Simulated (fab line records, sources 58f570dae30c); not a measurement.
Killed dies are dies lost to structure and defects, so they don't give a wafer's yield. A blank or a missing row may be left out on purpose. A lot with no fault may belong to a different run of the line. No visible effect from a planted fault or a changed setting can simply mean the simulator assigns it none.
Lot-split experiment || flow berkeleyCmos170 || on a route of 331 steps: 5 lots, 27 wafers read

== THE SPLIT ITSELF ==
At UCB170_NWELL_ETCH_13 (etches Si3N4 in CH3F/Ar/O2, stops on SiO2, target depth 246.4 nm, time 154 s), the setting targetDepthA was moved away from the recipe's 2464 angstrom on 6 of the 27 wafers read, by -16.1% to +54.1%. All remaining wafers had this setting at the recipe value.

The reading is taken at the split's own step.

== THE READING ==
oesProductAu, in a.u., at UCB170_NWELL_ETCH_13 (etches Si3N4 in CH3F/Ar/O2, stops on SiO2, target depth 246.4 nm, time 154 s). Typical for fault-free wafers on this fab line: 0.943 a.u., with standard deviation 0.016 a.u.

{"wafer": "L075.1", "tool, chamber at the split": "rieDiel-02, 0", "targetDepthA as run, angstrom": 2068, "against the recipe": "-16.1%", "oesProductAu, a.u.": 1.011, "against lot-mates on the recipe": "+0.071"}
{"wafer": "L075.2", "tool, chamber at the split": "rieDiel-02, 1", "targetDepthA as run, angstrom": 2464, "against the recipe": "recipe", "oesProductAu, a.u.": 0.929, "against lot-mates on the recipe": "-"}
{"wafer": "L075.3", "tool, chamber at the split": "rieDiel-02, 2", "targetDepthA as run, angstrom": 2464, "against the recipe": "recipe", "oesProductAu, a.u.": 0.935, "against lot-mates on the recipe": "-"}
{"wafer": "L075.4", "tool, chamber at the split": "rieDiel-02, 3", "targetDepthA as run, angstrom": 2464, "against the recipe": "recipe", "oesProductAu, a.u.": 0.956, "against lot-mates on the recipe": "-"}
{"wafer": "L075.5", "tool, chamber at the split": "rieDiel-02, 1", "targetDepthA as run, angstrom": 2068, "against the recipe": "-16.1%", "oesProductAu, a.u.": 0.968, "against lot-mates on the recipe": "+0.028"}
{"wafer": "L075.6", "tool, chamber at the split": "rieDiel-02, 2", "targetDepthA as run, angstrom": 2068, "against the recipe": "-16.1%", "oesProductAu, a.u.": 0.993, "against lot-mates on the recipe": "+0.053"}
{"wafer": "L076.1", "tool, chamber at the split": "rieDiel-04, 0", "targetDepthA as run, angstrom": 2464, "against the recipe": "recipe", "oesProductAu, a.u.": 0.917, "against lot-mates on the recipe": "-"}
{"wafer": "L076.2", "tool, chamber at the split": "rieDiel-04, 3", "targetDepthA as run, angstrom": 2464, "against the recipe": "recipe", "oesProductAu, a.u.": 0.960, "against lot-mates on the recipe": "-"}
{"wafer": "L076.3", "tool, chamber at the split": "rieDiel-04, 2", "targetDepthA as run, angstrom": 2464, "against the recipe": "recipe", "oesProductAu, a.u.": 0.939, "against lot-mates on the recipe": "-"}
{"wafer": "L076.4", "tool, chamber at the split": "rieDiel-04, 1", "targetDepthA as run, angstrom": 2464, "against the recipe": "recipe", "oesProductAu, a.u.": 0.948, "against lot-mates on the recipe": "-"}
{"wafer": "L076.5", "tool, chamber at the split": "rieDiel-04, 2", "targetDepthA as run, angstrom": 2464, "against the recipe": "recipe", "oesProductAu, a.u.": 0.950, "against lot-mates on the recipe": "-"}
{"wafer": "L076.6", "tool, chamber at the split": "rieDiel-04, 3", "targetDepthA as run, angstrom": 2464, "against the recipe": "recipe", "oesProductAu, a.u.": 0.948, "against lot-mates on the recipe": "-"}
{"wafer": "L078.2", "tool, chamber at the split": "rieDiel-02, 2", "targetDepthA as run, angstrom": 2464, "against the recipe": "recipe", "oesProductAu, a.u.": 0.934, "against lot-mates on the recipe": "-"}
{"wafer": "L078.3", "tool, chamber at the split": "rieDiel-02, 1", "targetDepthA as run, angstrom": 2464, "against the recipe": "recipe", "oesProductAu, a.u.": 0.923, "against lot-mates on the recipe": "-"}
{"wafer": "L078.5", "tool, chamber at the split": "rieDiel-02, 2", "targetDepthA as run, angstrom": 2464, "against the recipe": "recipe", "oesProductAu, a.u.": 0.932, "against lot-mates on the recipe": "-"}
{"wafer": "L080.1", "tool, chamber at the split": "rieDiel-04, 1", "targetDepthA as run, angstrom": 3796, "against the recipe": "+54.1%", "oesProductAu, a.u.": 0.757, "against lot-mates on the recipe": -0.186}
{"wafer": "L080.2", "tool, chamber at the split": "rieDiel-04, 0", "targetDepthA as run, angstrom": 2464, "against the recipe": "recipe", "oesProductAu, a.u.": 0.914, "against lot-mates on the recipe": "-"}
{"wafer": "L080.3", "tool, chamber at the split": "rieDiel-04, 3", "targetDepthA as run, angstrom": 2464, "against the recipe": "recipe", "oesProductAu, a.u.": 0.950, "against lot-mates on the recipe": "-"}
{"wafer": "L080.4", "tool, chamber at the split": "rieDiel-04, 2", "targetDepthA as run, angstrom": 2464, "against the recipe": "recipe", "oesProductAu, a.u.": 0.964, "against lot-mates on the recipe": "-"}
{"wafer": "L080.5", "tool, chamber at the split": "rieDiel-04, 0", "targetDepthA as run, angstrom": 3796, "against the recipe": "+54.1%", "oesProductAu, a.u.": 0.721, "against lot-mates on the recipe": -0.222}
{"wafer": "L080.6", "tool, chamber at the split": "rieDiel-04, 1", "targetDepthA as run, angstrom": 3796, "against the recipe": "+54.1%", "oesProductAu, a.u.": 0.745, "against lot-mates on the recipe": -0.198}
{"wafer": "L082.1", "tool, chamber at the split": "rieDiel-04, 3", "targetDepthA as run, angstrom": 2464, "against the recipe": "recipe", "oesProductAu, a.u.": 0.940, "against lot-mates on the recipe": "-"}
{"wafer": "L082.2", "tool, chamber at the split": "rieDiel-04, 1", "targetDepthA as run, angstrom": 2464, "against the recipe": "recipe", "oesProductAu, a.u.": 0.937, "against lot-mates on the recipe": "-"}
{"wafer": "L082.3", "tool, chamber at the split": "rieDiel-04, 0", "targetDepthA as run, angstrom": 2464, "against the recipe": "recipe", "oesProductAu, a.u.": 0.909, "against lot-mates on the recipe": "-"}
{"wafer": "L082.4", "tool, chamber at the split": "rieDiel-04, 2", "targetDepthA as run, angstrom": 2464, "against the recipe": "recipe", "oesProductAu, a.u.": 0.960, "against lot-mates on the recipe": "-"}
{"wafer": "L082.5", "tool, chamber at the split": "rieDiel-04, 2", "targetDepthA as run, angstrom": 2464, "against the recipe": "recipe", "oesProductAu, a.u.": 0.955, "against lot-mates on the recipe": "-"}
{"wafer": "L082.6", "tool, chamber at the split": "rieDiel-04, 3", "targetDepthA as run, angstrom": 2464, "against the recipe": "recipe", "oesProductAu, a.u.": 0.943, "against lot-mates on the recipe": "-"}

THE FIT
A straight line over all 27 wafers: oesProductAu changes by -0.00363 a.u. for each +1% of targetDepthA; r = -0.97; the points scatter about the line by 0.016 a.u.
The same after taking each lot's own level away (the mean of its wafers on the recipe; 27 wafers): -0.00367 a.u. for each +1%; r = -0.98; scatter 0.016 a.u.
The reading moves by 0.2 a.u. for the largest change in targetDepthA, on that fit.
Across the lots, their own levels run from 0.9297 to 0.9437 a.u., a range of 0.9 times the standard deviation given above.
Hence the lot-to-lot level has little effect on the slope; both slopes agree.
Check: -0.206 a.u. against its lot-mates is what the line predicts for one of the wafers moved furthest among these (+54.1%) when that wafer is left out of the fit. It came out at -0.186 a.u. against them.
Tool readings at the split's step, against how far the setting was moved: oesProductAu r = -0.97.

== THE WHOLE CHAIN: every reading that the file lists as answering this split, in the file's order ==
{"step": "UCB170_NWELL_ETCH_13", "what it does": "etches Si3N4 in CH3F/Ar/O2, stops on SiO2, target depth 246.4 nm, time 154 s", "reading": "oesProductAu", "change (the file's fit)": "-0.00369 a.u. for each +1% of the setting", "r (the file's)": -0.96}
{"step": "UCB170_NWELL_ETCH_13", "what it does": "etches Si3N4 in CH3F/Ar/O2, stops on SiO2, target depth 246.4 nm, time 154 s", "reading": "KrF_of_NWELL_COAT_07.thkNm (the simulator's own value, which no gauge read)", "change (the file's fit)": "-1.55 nm for each +1% of the setting", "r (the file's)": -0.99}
{"step": "UCB170_NWELL_STRIP_15", "what it does": "strips in O2", "reading": "stripTimeToEndpointS", "change (the file's fit)": "withheld for each +1% of the setting", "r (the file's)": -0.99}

== FILE'S OWN FIT ==
oesProductAu changes by -0.00369 a.u. for each +1% of targetDepthA, r = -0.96.
